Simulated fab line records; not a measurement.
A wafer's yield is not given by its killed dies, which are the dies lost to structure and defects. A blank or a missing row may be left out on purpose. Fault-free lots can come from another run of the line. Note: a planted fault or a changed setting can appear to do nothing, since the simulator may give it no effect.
Which tool is to blame? + flow berkeley_cmos170 + 13 lots with 39 wafers sampled at 2 steps, on a route of 331 steps

## WHAT THE GAUGES SHOWED, per wafer
UCB170_CONTACT_THK_MEAS_02. Usual: CONTACT_PSG_THK 697 nm, standard deviation 5.3.
| lot  | measured     | on            | CONTACT_PSG_THK (nm)    | flag |
|------|--------------|---------------|-------------------------|------|
| L999 | day 9 01:33  | film_metro-02 | 695 708 696             |      |
| L100 | day 9 01:34  | film_metro-01 | 698 693 697             |      |
| L101 | day 9 01:44  | film_metro-04 | 690 687 688             |      |
| L106 | day 10 13:24 | film_metro-02 | 684 694 691             |      |
| L108 | day 10 22:35 | film_metro-02 | 973 974 972 971 975 973 | OFF  |
| L109 | day 10 22:35 | film_metro-04 | 977 978 974 976 977 974 | OFF  |
| L113 | day 11 12:12 | film_metro-01 | 702 705 704             |      |
| L111 | day 11 13:59 | film_metro-01 | 694 703 703             |      |
| L115 | day 11 22:25 | film_metro-01 | 699 692 696             |      |
| L118 | day 12 19:02 | film_metro-01 | 707 704 706             |      |
| L120 | day 12 19:03 | film_metro-02 | 693 692 692             |      |
| L122 | day 13 14:38 | film_metro-02 | 700 697 698             |      |
| L121 | day 13 14:41 | film_metro-04 | 693 696 695             |      |

## WHAT TOOL EACH LOT RAN ON (gives the tool, then ch and the chambers of the sampled wafers, and finally the start)
| lot  | UCB170_CONTACT_CVD_01       |
|------|-----------------------------|
| L999 | lpcvd-01 ch 0, day 8 23:46  |
| L100 | lpcvd-01 ch 1, day 8 23:46  |
| L101 | lpcvd-02 ch 1, day 8 23:56  |
| L106 | lpcvd-01 ch 0, day 10 11:36 |
| L108 | lpcvd-01 ch 1, day 10 19:54 |
| L109 | lpcvd-01 ch 1, day 10 19:54 |
| L113 | lpcvd-02 ch 0, day 11 10:25 |
| L111 | lpcvd-02 ch 0, day 11 12:11 |
| L115 | lpcvd-02 ch 0, day 11 20:37 |
| L118 | lpcvd-02 ch 1, day 12 17:15 |
| L120 | lpcvd-02 ch 0, day 12 17:15 |
| L122 | lpcvd-01 ch 0, day 13 12:52 |
| L121 | lpcvd-02 ch 0, day 13 12:55 |
- UCB170_CONTACT_CVD_01: deposits PSG from SiH4/O2/PH3, target thk 700 nm, time 2820 s.

## AS READ BY THE TOOLS THEMSELVES (means over the sampled wafers that have a number; for cases with no such wafer, the mark the record gives instead)
UCB170_CONTACT_CVD_01. Usual: 25.00 sccm for ph3_flow_sccm, sd 0.079.
| lot  | tool     | ph3_flow_sccm (sccm) | flag |
|------|----------|----------------------|------|
| L999 | lpcvd-01 | 24.92                |      |
| L100 | lpcvd-01 | 24.94                |      |
| L101 | lpcvd-02 | 25.05                |      |
| L106 | lpcvd-01 | 24.97                |      |
| L108 | lpcvd-01 | 24.95                |      |
| L109 | lpcvd-01 | 25.07                |      |
| L113 | lpcvd-02 | 25.03                |      |
| L111 | lpcvd-02 | 24.94                |      |
| L115 | lpcvd-02 | 25.10                |      |
| L118 | lpcvd-02 | 25.03                |      |
| L120 | lpcvd-02 | 25.00                |      |
| L122 | lpcvd-01 | 25.08                |      |
| L121 | lpcvd-02 | 25.00                |      |

## THE ANSWER, worked out from the rows above alone
Rule: lot off if the mean of its wafers having a number is beyond 3 standard deviations from the usual mean. A lot without any number at a reading at which 4 lots or more have one is off too. The other lots that the step has rows for count as sound. After the gauges, taken in route order, come the tools' own readings; for these a lot's mean is taken, as printed above. The first step at which some lot is off is used, and at that step the reading that is off furthest; a lot without a number counts as furthest.
Off: at UCB170_CONTACT_THK_MEAS_02 (CONTACT_PSG_THK), L108, L109.
If a tool, at a process step before that reading, ran all the lots that are off and no sound lot after the first of them, it fits. Those tools and the gauges at UCB170_CONTACT_THK_MEAS_02 are tried in the same way. None of those tried fits.

## WHAT HAD BEEN PUT IN BY THE SIMULATOR
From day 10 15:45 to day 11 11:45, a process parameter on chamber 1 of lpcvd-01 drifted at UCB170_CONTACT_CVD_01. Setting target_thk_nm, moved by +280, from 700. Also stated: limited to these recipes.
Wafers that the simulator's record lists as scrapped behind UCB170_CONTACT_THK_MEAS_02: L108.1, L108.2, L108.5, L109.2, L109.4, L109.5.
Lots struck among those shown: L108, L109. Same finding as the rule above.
